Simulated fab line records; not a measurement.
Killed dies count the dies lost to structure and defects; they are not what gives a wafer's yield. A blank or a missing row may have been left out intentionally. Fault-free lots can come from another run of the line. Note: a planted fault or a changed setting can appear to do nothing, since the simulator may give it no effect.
Lot-split experiment + flow berkeley-cmos170 + 5 lots, 23 wafers read, on a route of 331 steps

## ABOUT THE SPLIT
At UCB170_NWELL_ETCH_13 (etches Si3N4 in CH3F/Ar/O2, stops on SiO2, target depth 246.4 nm, time 154 s), the setting time-s was moved away from the recipe's 154 s on 9 of the 23 wafers read, by -4.2% to +14.1%. All remaining wafers had this setting at the recipe value.

Reading taken at the split's own step.

## THE READING
KrF_of_NWELL_COAT_07.thk-nm (the simulator's own value, which no gauge read), in nm, at UCB170_NWELL_ETCH_13 (etches Si3N4 in CH3F/Ar/O2, stops on SiO2, target depth 246.4 nm, time 154 s). There is no usual value for it anywhere in the file. Average 721.1 nm, standard deviation 2.7 nm, over the 14 wafers here run with the recipe.

| wafer  | tool, chamber at the split | time-s as run, s | against the recipe | KrF_of_NWELL_COAT_07.thk-nm, nm | against lot-mates on the recipe |
|--------|----------------------------|------------------|--------------------|---------------------------------|---------------------------------|
| L074.1 | rie-diel-01, 1             | 154              | recipe             | 720.8                           | -                               |
| L074.2 | rie-diel-01, 0             | 175.7            | +14.1%             | 697.4                           | -21.0                           |
| L074.3 | rie-diel-01, 2             | 175.7            | +14.1%             | 695.2                           | -23.2                           |
| L074.4 | rie-diel-01, 3             | 154              | recipe             | 716                             | -                               |
| L074.5 | rie-diel-01, 0             | 175.7            | +14.1%             | 698.7                           | -19.7                           |
| L076.1 | rie-diel-01, 0             | 154              | recipe             | 720.4                           | -                               |
| L076.2 | rie-diel-01, 3             | 147.5            | -4.2%              | 723.3                           | +3.3                            |
| L076.4 | rie-diel-01, 2             | 147.5            | -4.2%              | 725.9                           | +5.9                            |
| L076.5 | rie-diel-01, 1             | 154              | recipe             | 719.5                           | -                               |
| L076.6 | rie-diel-01, 0             | 147.5            | -4.2%              | 726                             | +6.0                            |
| L080.1 | rie-diel-03, 2             | 154              | recipe             | 719.4                           | -                               |
| L080.2 | rie-diel-03, 0             | 154              | recipe             | 720.7                           | -                               |
| L080.6 | rie-diel-03, 0             | 154              | recipe             | 724.6                           | -                               |
| L083.1 | rie-diel-02, 0             | 154              | recipe             | 725                             | -                               |
| L083.2 | rie-diel-02, 1             | 154              | recipe             | 717.3                           | -                               |
| L083.3 | rie-diel-02, 3             | 154              | recipe             | 720.2                           | -                               |
| L083.4 | rie-diel-02, 2             | 154              | recipe             | 723.7                           | -                               |
| L083.5 | rie-diel-02, 2             | 154              | recipe             | 724.1                           | -                               |
| L084.1 | rie-diel-03, 2             | 154              | recipe             | 719.6                           | -                               |
| L084.2 | rie-diel-03, 3             | 163.7            | +6.3%              | 714.4                           | -7.3                            |
| L084.4 | rie-diel-03, 2             | 163.7            | +6.3%              | 710.1                           | -11.6                           |
| L084.5 | rie-diel-03, 3             | 154              | recipe             | 723.8                           | -                               |
| L084.6 | rie-diel-03, 0             | 163.7            | +6.3%              | 713.4                           | -8.3                            |

THE FIT
A straight line over all 23 wafers: KrF_of_NWELL_COAT_07.thk-nm changes by -1.57 nm for each +1% of time-s; r = -0.96; the points scatter about the line by 2.7 nm.
The same after taking each lot's own level away (the mean of its wafers on the recipe; 23 wafers): -1.47 nm for each +1%; r = -0.97; scatter 2.2 nm.
According to that fit, moving time-s by its largest amount changes the reading by 21 nm.
From 718.40 to 722.06 nm: that is the span of the lots' own levels, equal to 1.4 times the standard deviation above.
Consequently the slope shifts little with the lot-to-lot level, the two slopes agreeing.
Check: -20.8 nm against its lot-mates is what the line predicts for one of the wafers moved furthest among these (+14.1%) when that wafer is left out of the fit. Against them it came out at -21 nm.

## OTHER SPLITS APPLIED TO THESE WAFERS
These wafers also went through other splits before the reading. Each is held against what the fit with the lots' levels taken away leaves over:
| other split on the same wafers      | wafers away from the commonest value | r with KrF_of_NWELL_COAT_07.thk-nm (lot level and that fit taken away) |
|-------------------------------------|--------------------------------------|------------------------------------------------------------------------|
| UCB170_START_OXIDATION_02 ox-time-s | 15                                   | -0.11                                                                  |
| UCB170_ZERO_STRIP_07 o2-flow-sccm   | 4                                    | -0.03                                                                  |

## THE WHOLE CHAIN: every reading that the file lists as answering this split, in the file's order
| step                  | what it does                                                                 | reading                                                                      | change (the file's fit)              | r (the file's) |
|-----------------------|------------------------------------------------------------------------------|------------------------------------------------------------------------------|--------------------------------------|----------------|
| UCB170_NWELL_ETCH_13  | etches Si3N4 in CH3F/Ar/O2, stops on SiO2, target depth 246.4 nm, time 154 s | KrF_of_NWELL_COAT_07.thk-nm (the simulator's own value, which no gauge read) | -1.48 nm for each +1% of the setting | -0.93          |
| UCB170_NWELL_STRIP_15 | strips in O2                                                                 | strip-time-to-endpoint-s                                                     | withheld for each +1% of the setting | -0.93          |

## FILE'S OWN FIT
KrF_of_NWELL_COAT_07.thk-nm changes by -1.48 nm for each +1% of time-s, r = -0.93.
